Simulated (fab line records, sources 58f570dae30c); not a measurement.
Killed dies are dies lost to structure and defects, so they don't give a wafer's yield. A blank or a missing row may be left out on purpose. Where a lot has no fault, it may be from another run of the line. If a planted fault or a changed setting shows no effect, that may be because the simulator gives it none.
Which tool is to blame?	flow berkeley-cmos170	42 wafers from 14 lots sampled at 2 of the route's 331 steps

WHAT THE GAUGES SHOWED, per wafer
UCB170_SDANNEAL_RS_MEAS_04: uses a four-point probe to measure. Usual: PLDD_RS gives 1032.6 ohm/sq (standard deviation 2.6).
lot	measured	on	PLDD_RS (ohm/sq)	flag
L623	day 7 16:54	film-metro-01	1033.0 1033.9 1035.4	
L624	day 7 17:13	film-metro-02	1030.3 1030.3 1030.1	
L626	day 8 09:17	film-metro-01	1033.9 1032.5 1034.9	
L625	day 8 08:50	film-metro-02	1028.1 1030.7 1032.0	
L627	day 8 09:27	film-metro-02	1031.5 1032.5 1033.6	
L629	day 8 20:08	film-metro-02	1035.3 1034.8 1034.5	
L632	day 9 09:08	film-metro-04	- - -	OFF
L631	day 9 09:44	film-metro-01	1032.6 1028.3 1031.5	
L635	day 10 04:02	film-metro-04	- - -	OFF
L636	day 10 19:25	film-metro-02	1032.3 1034.2 1029.6	
L637	day 10 19:38	film-metro-04	1026.3 1028.3 1028.6	
L639	day 10 18:55	film-metro-01	1035.5 1033.3 1034.8	
L646	day 12 05:53	film-metro-04	1030.1 1032.0 1034.2	
L645	day 12 06:04	film-metro-01	1034.6 1035.1 1034.2	

EACH LOT AND THE TOOL THAT RAN IT (in order: tool; ch and the chambers of the sampled wafers; start)
lot	UCB170_PLDD_IMPLANT_08
L623	implanter-04 ch 0, day 7 01:34
L624	implanter-04 ch 0, day 7 01:59
L626	implanter-03 ch 0, day 7 16:46
L625	implanter-02 ch 0, day 7 17:02
L627	implanter-04 ch 0, day 7 17:02
L629	implanter-04 ch 0, day 8 02:19
L632	implanter-02 ch 0, day 8 22:33
L631	implanter-03 ch 0, day 8 22:42
L635	implanter-02 ch 0, day 9 15:29
L636	implanter-04 ch 0, day 10 05:17
L637	implanter-03 ch 0, day 10 05:54
L639	implanter-04 ch 0, day 10 06:00
L646	implanter-04 ch 0, day 11 17:44
L645	implanter-04 ch 0, day 11 18:09
- UCB170_PLDD_IMPLANT_08

AS READ BY THE TOOLS THEMSELVES (means over the sampled wafers that have a number; for cases with no such wafer, the mark the record gives instead)
UCB170_PLDD_IMPLANT_08. Usual: tilt-deg 6.995 degrees, standard deviation 0.021.
lot	tool	tilt-deg (degrees)	flag
L623	implanter-04	7.022	
L624	implanter-04	7.029	
L626	implanter-03	6.964	
L625	implanter-02	6.994	
L627	implanter-04	6.941	
L629	implanter-04	6.985	
L632	implanter-02	10.852	OFF
L631	implanter-03	7.015	
L635	implanter-02	10.863	OFF
L636	implanter-04	6.988	
L637	implanter-03	6.999	
L639	implanter-04	7.003	
L646	implanter-04	6.993	
L645	implanter-04	6.999	

THE ANSWER, worked out from the rows above alone
Rule: a lot is off if the mean of its wafers that have a number lies more than 3 standard deviations from the usual mean. Also off: a lot with no number at a reading for which 4 or more lots have one. The other lots that the step has rows for count as sound. After the gauges, taken in route order, come the tools' own readings; for these a lot's mean is taken, as printed above. At the first step where some lot is off, the reading lying furthest off is the one used; lots without a number count as furthest.
Off: L632, L635, seen at UCB170_SDANNEAL_RS_MEAS_04 (PLDD_RS). Without a number there: L632, L635.
If a tool, at a process step before that reading, ran all the lots that are off and no sound lot after the first of them, it fits. The gauges at UCB170_SDANNEAL_RS_MEAS_04 aren't tried: what is off there is off at UCB170_PLDD_IMPLANT_08 too, on other tools, and a gauge's error can't cause that. One fits: implanter-02 at UCB170_PLDD_IMPLANT_08. Its last sound lot is L625 (day 7 17:02), its first lot that is off L632 (day 8 22:33): a fault that began between those two fits.
The tool's own readings at UCB170_PLDD_IMPLANT_08 bear it out: on the lots that are off they differ by more than 5 times the standard deviation of the sound lots' means. tilt-deg reads 10.857 degrees there against 6.994 degrees on the sound lots.

WHAT WAS PUT IN BY THE SIMULATOR
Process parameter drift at UCB170_PLDD_IMPLANT_08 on implanter-02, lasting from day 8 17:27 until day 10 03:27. The setting tilt-deg was moved by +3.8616, starting from 7. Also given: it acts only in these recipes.
Shown lots that were struck: L632, L635. The rule above reached the same finding.
